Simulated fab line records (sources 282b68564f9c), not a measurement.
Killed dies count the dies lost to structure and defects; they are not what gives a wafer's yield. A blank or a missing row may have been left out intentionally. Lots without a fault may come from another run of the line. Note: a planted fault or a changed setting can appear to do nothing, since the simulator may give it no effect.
fab line records	flow rit-cmos
record lots=14	wafers=42	last-day=7
route steps=202 shown M1@184
lots untouched by any fault: they come from a run of this same line in which no faults occurred
start-h: hours from the record's first day to the start of the lot's first wafer shown	wait-h: how many hours have passed since the lot's step before this one	" unchanged from the row above	L1.1+2: several wafers, shown together as one row	- no value, or no start was given	* or withheld: withheld	< > ~ a bound
route shown NAME@n: a module of which the file shows steps, and the number in the route of the first	usual: average and standard deviation across the fault-free wafers	same: alike in all rows	chamber/n: place in a boat	sites: readings site by site	_std_site: standard deviation of those values	_edge_site: mean of outer sites minus mean of inner sites	radius-mm: how far each site lies from the wafer's centre	mask NAME#n: copy n	behind: the last tool/chamber to shape the wafer	hold: reason for holding the lot/hours on hold/outcome of the hold	device: transistor that didn't switch, given as n, p or np	end of line: tests of these same wafers at the route's end	a step with no rows: only its recipe	killed: dies that structure and defects cost at the first sort, which is not the same as the wafer's yield	map: per-die view of a wafer (x killed, . not killed, _ where there is no die)
set.NAME: setting as actually run; set.NAME@STEP: the setting as run at that earlier step	model.NAME: the simulator's own value behind a step, which no gauge read
one table for each step of the route and one row for each wafer, over a sample of lots
services: when a tool's chamber went out of use (start-h, in hours from the record's first day, below 0 if earlier), for how many hours, and the reason
## steps
# step RIT_M1_SPUTTER_00
# recipe material=Al	target-thk-nm=400	power-w=2000	chamber-pressure-pa=0.4	gas=Ar	time-s=500	substrate-temp-c=25
# usual substrate-temp-c=25.00/0.1	throttle-valve-pct=30.3/1.2
lot.wafer	tool	chamber	start-h	wait-h	substrate-temp-c	throttle-valve-pct
L832.1	pvd-sputter-02	-	53.36	0.0	25.04	32.0
L832.2	"	-	"	"	25.06	29.7
L832.5	"	-	"	"	25.13	31.9
L833.2	pvd-sputter-04	-	59.59	0.0	25.04	29.0
L833.5	"	-	"	"	25.07	28.9
L833.6	"	-	"	"	25.09	30.1
L834.1	pvd-sputter-02	-	67.22	0.0	25.21	29.9
L834.4	"	-	"	"	24.94	30.4
L834.5	"	-	"	"	25.11	29.7
L836.2	pvd-sputter-03	-	73.77	0.0	24.98	30.9
L836.5	"	-	"	"	25.14	32.0
L836.6	"	-	"	"	25.14	27.8
L838.3	pvd-sputter-03	-	85.07	0.0	24.90	31.6
L838.4	"	-	"	"	25.01	31.0
L838.6	"	-	"	"	25.01	29.9
L839.1	pvd-sputter-02	-	93.81	0.0	25.00	30.2
L839.2	"	-	"	"	24.86	29.7
L839.5	"	-	"	"	24.90	30.0
L840.2	pvd-sputter-03	-	95.07	0.0	24.99	29.9
L840.5	"	-	"	"	24.94	29.9
L840.6	"	-	"	"	24.99	31.0
L842.1	pvd-sputter-03	-	103.73	0.0	25.09	31.5
L842.4	"	-	"	"	25.03	29.9
L842.6	"	-	"	"	24.99	30.9
L843.1	pvd-sputter-02	-	109.66	0.0	24.94	30.3
L843.4	"	-	"	"	25.05	29.9
L843.6	"	-	"	"	25.15	31.8
L844.1	pvd-sputter-03	-	117.51	0.0	25.17	27.9
L844.2	"	-	"	"	25.02	29.9
L844.4	"	-	"	"	24.93	31.1
L846.2	pvd-sputter-03	-	126.16	0.0	24.84	28.1
L846.3	"	-	"	"	24.96	29.8
L846.4	"	-	"	"	25.09	31.7
L848.1	pvd-sputter-03	-	138.72	0.0	25.10	31.0
L848.2	"	-	"	"	25.07	31.6
L848.5	"	-	"	"	25.06	31.7
L849.2	pvd-sputter-02	-	142.41	0.0	25.00	30.7
L849.3	"	-	"	"	25.17	32.1
L849.5	"	-	"	"	24.98	32.1
L854.2	pvd-sputter-03	-	164.03	0.0	24.97	31.9
L854.3	"	-	"	"	25.09	31.0
L854.4	"	-	"	"	24.97	29.7
# step RIT_M1_RS_MEAS_01
# recipe thk-meas-gauge=four-point-probe	reads=Al_of_M1_SPUTTER_00
# usual M1_AL_RS=0.0735/0.00098
lot.wafer	tool	chamber	start-h	wait-h	M1_AL_RS[ohm/sq]
L832.1	film-metro-03	-	53.66	0.1	0.0736
L832.2	"	-	"	"	0.0720
L832.5	"	-	"	"	0.0736
L833.2	film-metro-04	-	59.90	0.2	0.0739
L833.5	"	-	"	"	0.0744
L833.6	"	-	"	"	0.0730
L834.1	film-metro-04	-	67.52	0.1	0.0716
L834.4	"	-	"	"	0.0729
L834.5	"	-	"	"	0.0730
L836.2	film-metro-04	-	74.08	0.2	0.0721
L836.5	"	-	"	"	0.0733
L836.6	"	-	"	"	0.0715
L838.3	film-metro-03	-	85.40	0.2	0.0742
L838.4	"	-	"	"	0.0736
L838.6	"	-	"	"	0.0745
L839.1	film-metro-04	-	94.11	0.1	0.0736
L839.2	"	-	"	"	0.0724
L839.5	"	-	"	"	0.0741
L840.2	film-metro-03	-	95.38	0.2	0.0740
L840.5	"	-	"	"	0.0744
L840.6	"	-	"	"	0.0741
L842.1	film-metro-03	-	104.02	0.1	0.0747
L842.4	"	-	"	"	0.0745
L842.6	"	-	"	"	0.0739
L843.1	film-metro-02	-	109.95	0.1	0.0736
L843.4	"	-	"	"	0.0721
L843.6	"	-	"	"	0.0745
L844.1	film-metro-02	-	117.81	0.1	0.0723
L844.2	"	-	"	"	0.0725
L844.4	"	-	"	"	0.0727
L846.2	film-metro-02	-	126.48	0.2	0.0729
L846.3	"	-	"	"	0.0745
L846.4	"	-	"	"	0.0741
L848.1	film-metro-02	-	139.01	0.1	0.0648
L848.2	"	-	"	"	0.0656
L848.5	"	-	"	"	0.0654
L849.2	film-metro-03	-	142.72	0.2	0.0742
L849.3	"	-	"	"	0.0752
L849.5	"	-	"	"	0.0752
L854.2	film-metro-04	-	164.34	0.2	0.0651
L854.3	"	-	"	"	0.0651
L854.4	"	-	"	"	0.0651
# step RIT_M1_THK_MEAS_02
# recipe thk-meas-gauge=xrf	reads=Al_of_M1_SPUTTER_00
# usual M1_AL_THK=407/5.9
lot.wafer	tool	chamber	start-h	wait-h	M1_AL_THK[nm]
L832.1	film-metro-03	-	53.78	0.1	401
L832.2	"	-	"	"	415
L832.5	"	-	"	"	402
L833.2	film-metro-04	-	60.01	0.1	407
L833.5	"	-	"	"	405
L833.6	"	-	"	"	412
L834.1	film-metro-04	-	67.64	0.1	421
L834.4	"	-	"	"	411
L834.5	"	-	"	"	413
L836.2	film-metro-04	-	74.19	0.1	417
L836.5	"	-	"	"	409
L836.6	"	-	"	"	420
L838.3	film-metro-03	-	85.50	0.1	401
L838.4	"	-	"	"	406
L838.6	"	-	"	"	402
L839.1	film-metro-04	-	94.23	0.1	407
L839.2	"	-	"	"	417
L839.5	"	-	"	"	406
L840.2	film-metro-03	-	95.49	0.1	403
L840.5	"	-	"	"	399
L840.6	"	-	"	"	403
L842.1	film-metro-03	-	104.14	0.1	400
L842.4	"	-	"	"	403
L842.6	"	-	"	"	404
L843.1	film-metro-02	-	110.07	0.1	402
L843.4	"	-	"	"	410
L843.6	"	-	"	"	399
L844.1	film-metro-02	-	117.93	0.1	410
L844.2	"	-	"	"	410
L844.4	"	-	"	"	408
L846.2	film-metro-02	-	126.59	0.1	408
L846.3	"	-	"	"	400
L846.4	"	-	"	"	403
L848.1	film-metro-02	-	139.13	0.1	457
L848.2	"	-	"	"	454
L848.5	"	-	"	"	454
L849.2	film-metro-03	-	142.83	0.1	404
L849.3	"	-	"	"	396
L849.5	"	-	"	"	398
L854.2	film-metro-04	-	164.45	0.1	461
L854.3	"	-	"	"	461
L854.4	"	-	"	"	462
# step RIT_M1_METAL_ETCH_12
# recipe stop-on=SiO2	chemistry=Cl2/BCl3	target=Al	time-s=165	over-etch-frac=0.5	pressure-mtorr=100	target-depth-a=6000	rf-w=246.2	Cl2_flow_sccm=60	bcl3-flow-sccm=50
# usual drypump-motor-current-A=5.4/0.49	oes-product-au=0.773/0.012	throttle-valve-pct=8.24/0.18
lot.wafer	tool	chamber	start-h	wait-h	drypump-motor-current-A	oes-product-au	rf-hours-counter-h	throttle-valve-pct
L832.1	rie-metal-03	0	55.33	0.2	5.8	0.775	2	8.02
L832.2	"	0	"	"	5.8	0.788	-	8.01
L832.5	"	0	"	"	5.8	0.776	-	8.01
L833.2	rie-metal-02	1	61.48	0.2	5.9	0.757	1	8.41
L833.5	"	0	"	"	4.8	0.765	-	8.06
L833.6	"	1	"	"	5.9	0.758	-	8.39
L834.1	rie-metal-01	0	69.13	0.2	6.1	0.799	35	8.29
L834.4	"	1	"	"	5.1	0.800	-	8.24
L834.5	"	0	"	"	6.1	0.796	-	8.29
L836.2	rie-metal-02	1	75.53	0.2	5.9	0.760	1	8.38
L836.5	"	0	"	"	4.9	0.776	-	8.04
L836.6	"	1	"	"	5.9	0.781	-	8.37
L838.3	rie-metal-03	1	86.88	0.2	5.0	0.770	-	8.47
L838.4	"	0	"	"	5.8	0.782	-	8.01
L838.6	"	1	"	"	5.0	0.764	-	8.49
L839.1	rie-metal-02	0	95.57	0.2	4.8	0.770	1	8.05
L839.2	"	1	"	"	5.9	0.773	1	8.40
L839.5	"	1	"	"	5.9	0.758	-	8.39
L840.2	rie-metal-01	1	96.95	0.2	5.0	0.788	39	8.25
L840.5	"	0	"	"	6.0	0.772	-	8.32
L840.6	"	1	"	"	5.0	0.791	-	8.25
L842.1	rie-metal-02	1	105.50	0.2	5.9	0.755	1	8.38
L842.4	"	1	"	"	5.9	0.754	-	8.39
L842.6	"	1	"	"	5.9	0.756	-	8.38
L843.1	rie-metal-01	0	111.42	0.2	6.0	0.796	36	8.28
L843.4	"	0	"	"	6.1	0.806	-	8.28
L843.6	"	0	"	"	6.0	0.783	-	8.29
L844.1	rie-metal-03	1	119.54	0.2	4.9	0.780	3	8.50
L844.2	"	0	"	"	5.8	0.780	3	8.01
L844.4	"	0	"	"	5.8	0.773	-	8.01
L846.2	rie-metal-01	1	127.92	0.2	5.0	0.786	39	8.26
L846.3	"	1	"	"	5.0	0.791	-	8.26
L846.4	"	0	"	"	6.1	0.788	-	8.30
L848.1	rie-metal-02	0	140.64	0.2	4.8	0.820	1	8.05
L848.2	"	1	"	"	5.9	0.815	1	8.38
L848.5	"	0	"	"	4.8	0.825	-	8.04
L849.2	rie-metal-03	0	144.17	0.2	5.8	0.776	4	8.01
L849.3	"	1	"	"	4.9	0.753	-	8.47
L849.5	"	1	"	"	4.9	0.760	-	8.48
L854.2	rie-metal-03	0	165.88	0.2	5.8	0.835	4	8.01
L854.3	"	1	"	"	5.0	0.826	-	8.47
L854.4	"	0	"	"	5.8	0.834	-	7.99
# step RIT_M1_PROBE_99
# usual defect-limited-yield=97.3/1.2	killed_at_M0_to_M3=0.1/0.34	killed-at-contacts=0.1/0.26	killed-at-front-end=7/3.1	killed-dies=7/3.1	killed-open=3.5/1.9	killed-short=3.4/2.1	sort_bin_3_pad_short=0.2/0.27	sort_bin_5_function=1.5/0.79	sort_bin_6_memory=1.0/0.63	sort-n-pass=257/3.1	sort-yield-pct=97.3/1.2
# same gross-dies=264	killed_at_M4_up=0	killed-at-back-side=0	killed-at-other=0
lot.wafer	tool	chamber	start-h	wait-h	defect-limited-yield[%]	killed_at_M0_to_M3	killed-at-contacts	killed-at-front-end	killed-dies	killed-open	killed-short	sort_bin_3_pad_short[%]	sort_bin_5_function[%]	sort_bin_6_memory[%]	sort-n-pass	sort-yield-pct[%]
L832.1	prober-01	-	58.45	0.1	97.7	0	0	6	6	4	2	0	1.1	1.1	258	97.7
L832.2	prober-01	-	58.50	0.1	97.3	0	0	7	7	2	5	0	1.9	0.8	257	97.3
L832.5	prober-01	-	58.65	0.2	97.3	0	0	7	7	4	3	0	2.3	0.4	257	97.3
L836.2	prober-02	-	78.01	0.1	98.5	0	0	4	4	2	2	0	0.4	1.1	260	98.5
L836.5	prober-02	-	78.16	0.2	97.3	0	0	7	7	6	1	0	1.1	1.5	257	97.3
L836.6	prober-02	-	78.21	0.2	97.3	0	0	7	7	5	2	0	0.8	1.9	257	97.3
L848.1	prober-02	-	142.89	0.1	97.7	0	0	6	6	3	3	0.4	1.5	0.4	258	97.7
L848.2	prober-02	-	142.94	0.1	98.9	0	0	3	3	1	2	0.4	0.4	0.4	261	98.9
L848.5	prober-02	-	143.09	0.2	94.3	0	0	15	15	8	7	0.4	3.8	1.5	249	94.3
L849.2	prober-01	-	146.65	0.1	98.1	0	0	5	5	3	2	0	1.1	0.8	259	98.1
L849.3	prober-01	-	146.70	0.2	97.0	0	0	8	8	3	5	0	1.9	1.1	256	97.0
L849.5	prober-01	-	146.80	0.2	97.0	0	0	8	8	6	2	0	1.5	1.5	256	97.0
L854.2	prober-02	-	168.36	0.1	98.5	0	0	4	4	3	1	0	0.8	0.8	260	98.5
L854.3	prober-02	-	168.41	0.2	97.7	0	0	6	6	3	3	0	2.3	0	258	97.7
L854.4	prober-02	-	168.46	0.2	97.3	0	0	7	7	4	3	0	1.9	0.8	257	97.3
# killed by level:class
L832.1 FOX1:geometric-particle:open=2 REOX:geometric-particle:short=2 FOX2:geometric-particle:open=1 REOX:geometric-particle:open=1
L832.2 SPACER:geometric-particle:short=3 GATE:geometric-particle:short=2 GATE:geometric-particle:open=1 SPACER:geometric-particle:open=1
L832.5 SPACER:geometric-particle:open=2 FOX1:geometric-particle:short=1 GATE:geometric-particle:open=1 GATE:geometric-particle:short=1 REOX:geometric-particle:open=1 SPACER:geometric-particle:short=1
L836.2 GATE:geometric-particle:open=2 GATE:geometric-particle:short=1 SPACER:geometric-particle:short=1
L836.5 FOX2:geometric-particle:open=2 FOX1:geometric-particle:open=1 GATE:geometric-particle:short=1 REOX:geometric-particle:open=1 SPACER:geometric-particle:open=1 SILICIDE:geometric-particle:open=1
L836.6 FOX2:geometric-particle:open=2 FOX1:geometric-particle:short=1 FOX1:geometric-particle:open=1 FOX2:geometric-particle:short=1 SILICIDE:geometric-particle:open=1 STARTING-WAFER:geometric-particle:open=1
L848.1 GATE:geometric-particle:short=2 GATE:geometric-particle:open=1 REOX:geometric-particle:short=1 REOX:geometric-particle:open=1 SPACER:geometric-particle:open=1
L848.2 FOX1:geometric-particle:open=1 FOX2:geometric-particle:short=1 GATE:geometric-particle:short=1
L848.5 GATE:geometric-particle:open=5 GATE:geometric-particle:short=3 SILICIDE:geometric-particle:short=3 FOX2:geometric-particle:open=1 REOX:geometric-particle:short=1 REOX:geometric-particle:open=1 SILICIDE:geometric-particle:open=1
L849.2 REOX:geometric-particle:open=2 GATE:geometric-particle:open=1 REOX:geometric-particle:short=1 SPACER:geometric-particle:short=1
L849.3 GATE:geometric-particle:short=4 FOX2:geometric-particle:short=1 GATE:geometric-particle:open=1 REOX:geometric-particle:open=1 SPACER:geometric-particle:open=1
L849.5 FOX2:geometric-particle:open=2 GATE:geometric-particle:open=2 REOX:geometric-particle:short=1 SPACER:geometric-particle:short=1 SPACER:geometric-particle:open=1 SILICIDE:geometric-particle:open=1
L854.2 GATE:geometric-particle:open=3 GATE:geometric-particle:short=1
L854.3 GATE:geometric-particle:short=2 SPACER:geometric-particle:open=2 REOX:geometric-particle:open=1 SILICIDE:geometric-particle:short=1
L854.4 GATE:geometric-particle:short=2 SPACER:geometric-particle:open=2 REOX:geometric-particle:short=1 REOX:geometric-particle:open=1 SILICIDE:geometric-particle:open=1
## services
tool	chamber	start-h	hours	kind
pvd-sputter-03	-	32.17	2.1	repair
rie-metal-03	1	51.20	18.5	repair
rie-metal-01	-	97.12	1.4	pm
pvd-sputter-04	-	97.90	2.4	repair
pvd-sputter-04	-	100.49	1.0	repair
rie-metal-01	-	104.26	0.2	repair
rie-metal-03	-	105.44	2.8	pm
rie-metal-01	-	136.12	20.0	pm
rie-metal-01	0	136.12	20.0	vent-cycle
rie-metal-01	1	136.12	20.0	vent-cycle
rie-metal-01	0	156.12	-	clean
rie-metal-01	1	156.12	-	clean
## key
first-sign step=RIT_M1_RS_MEAS_01	reading=M1_AL_RS	direction=down	sigmas=8.4	usual=0.0735	struck=0.0652
effect step=RIT_M1_THK_MEAS_02	reading=M1_AL_THK	direction=up	sigmas=8.6	usual=407	struck=458
effect step=RIT_M1_METAL_ETCH_12	reading=oes-product-au	direction=up	sigmas=4.2	usual=0.773	struck=0.826
met-at RIT_M1_SPUTTER_00
struck-lots L848,L854
onset-between 126.16 138.72
fault kind=process-parameter-drift	tool=pvd-sputter-03	chamber=-	onset-h=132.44	steps=RIT_M1_SPUTTER_00	channel=target-thk-nm	offset=48	shape=step	end-h=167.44	acts-in=these-recipes-only	stated=400
